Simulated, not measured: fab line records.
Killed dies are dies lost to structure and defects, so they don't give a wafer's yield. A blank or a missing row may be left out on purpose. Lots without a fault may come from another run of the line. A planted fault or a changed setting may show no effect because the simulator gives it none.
Problem report, 8D (eight disciplines) form, completed by code -- flow rit-cmos -- the parts of the form that need people (team, actions taken, sign-off) are left out

1. THE ISSUE
heater-power-total-W at RIT_ACTIVE_HARDBAKE_12 reads a mean of 69.16 W on 6 wafers of 2 lots; wafers without a fault read 62.55 W with a standard deviation of 0.045. That is +99 or more standard deviations from the usual mean.
The step: time 60 s.
First observed at day 3 03:56: wafer L770.2, on litho-track-03. At this step, 33 wafers from 11 lots have a number in the record. Rule for "out" (also "out of limits"): further than 4 standard deviations from the usual mean. The rest of the wafers with a number are treated as sound.

2. WHAT IT IS, AND WHAT IT ISN'T
question,is,is not
which readings at this step,"heater-power-total-W, plate-temp-C",-
which lots,"L770, L774","L763, L764, L765, L766, L769, L772, L781, L784, L786"
which wafers of those lots,all that have a number,-
read on which tools,litho-track-03,"litho-track-01, litho-track-02"
when,from day 3 03:56,"up to then (15 sound wafers); but 12 sound wafers of L772, L781, L784, L786 came after"

3. THE SUSPECTS, EACH WITH WHAT RULES IT OUT
Counting: a tool at any process step up to the reading remains a suspect when it ran all the lots that are out and ran no sound lot after the first of those.
- litho-track-03 at RIT_ACTIVE_HARDBAKE_12 (time 60 s): ruled out as a lasting fault. The sound lots L786 went through it after L770, its earliest lot that is out (day 3 03:56).
Left after counting: nothing in the record.

4. THE CAUSE (what the simulator had put in)
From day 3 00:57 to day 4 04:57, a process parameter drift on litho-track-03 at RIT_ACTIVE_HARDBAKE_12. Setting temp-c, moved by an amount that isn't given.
Counting ruled it out, wrongly.

5. THE CHAIN OF EFFECTS, in route order
One row per reading whose mean, taken over the struck wafers that have a number, lies over 3 standard deviations from the usual. Scope: only readings with a usual standard deviation given in the record; hours: median across lots of the time from each lot's start at the first step in this table that gives one to its start at this step; sigmas: change in usual standard deviations.
hours,step,reading,usual,on struck wafers,change,sigmas
0,RIT_ACTIVE_HARDBAKE_12,heater-power-total-W,62.55 W,69.16,+6.61,+99 or more
0,RIT_ACTIVE_HARDBAKE_12,plate-temp-C,139.98 C,151.39,+11.41,+71
Its process steps:
- RIT_ACTIVE_HARDBAKE_12: time 60 s.

6. WHAT WOULD HAVE CAUGHT IT SOONER
First out-of-limits reading in this record: day 3 03:56, which is 3 hours after fault onset at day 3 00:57.
